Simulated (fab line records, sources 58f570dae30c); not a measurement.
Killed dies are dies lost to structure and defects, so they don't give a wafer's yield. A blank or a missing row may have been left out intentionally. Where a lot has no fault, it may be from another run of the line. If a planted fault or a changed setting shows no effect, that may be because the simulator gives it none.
One fault through the eyes of 2 desks | flow berkeley cmos170 | numbers are kept per desk, each desk with only its own; the story behind them comes last

FROM THE METROLOGY DESK
Lot by lot, what the gauges showed, no matter which tool ran the lot: averages of those sampled wafers that carry a number. Marked OUT: a lot whose mean sits more than 4 standard deviations from the usual mean, which makes it out of limits; the brackets give that distance.
Columns: A = M3_AL_THK at UCB170_M3_THK_MEAS_03, usual 905 nm; B = cd nm at UCB170_M3_CD_MEAS_90, usual 699.6 nm
lot  | first seen here | A   | B
L238 | day 8 00:17     | 903 | 703.2
L243 | day 8 08:17     | 918 | 702.7
L242 | day 8 10:01     | 895 | 698.7
L241 | day 8 10:08     | 921 | 698.0
L246 | day 9 11:45     | 896 | 699.6
L245 | day 9 12:13     | 904 | 701.5
L247 | day 9 19:13     | 900 | 693.8
L249 | day 9 19:49     | 895 | 702.3
L248 | day 9 22:57     | 896 | 699.4
L250 | day 10 12:52    | 902 | -
L251 | day 10 18:14    | 886 | -
L254 | day 11 00:52    | 910 | 700.6
L260 | day 12 09:37    | 915 | 698.2
L261 | day 12 10:21    | 915 | 700.1
This desk's finding: nothing out of limits on any of the 14 lots.

DESK OF THE TOOL OWNER: litho track-02
UCB170_M3_PEB_13, tool's own readings: per-lot mean of the sampled wafers with a number, covering each lot this tool ran. Marked OUT: a lot whose mean sits more than 4 standard deviations from the usual mean, which makes it out of limits; the brackets give that distance.
Columns: A = chill plate temp C at UCB170_M3_PEB_13, usual 23.02 C; B = exhaust pa at UCB170_M3_PEB_13, usual 44.9 Pa
lot  | first seen here | A     | B
L247 | day 9 20:35     | 22.92 | 44.7
L249 | day 9 21:11     | 22.98 | 44.5
L260 | day 12 11:39    | 23.00 | 45.6
This desk's finding: nothing out of limits on any of the 3 lots.

PUT TOGETHER
At the metrology desk, nothing out of limits was observed.
Nothing out of limits was seen by the tool owner's desk.

WHAT HAD BEEN PUT IN BY THE SIMULATOR
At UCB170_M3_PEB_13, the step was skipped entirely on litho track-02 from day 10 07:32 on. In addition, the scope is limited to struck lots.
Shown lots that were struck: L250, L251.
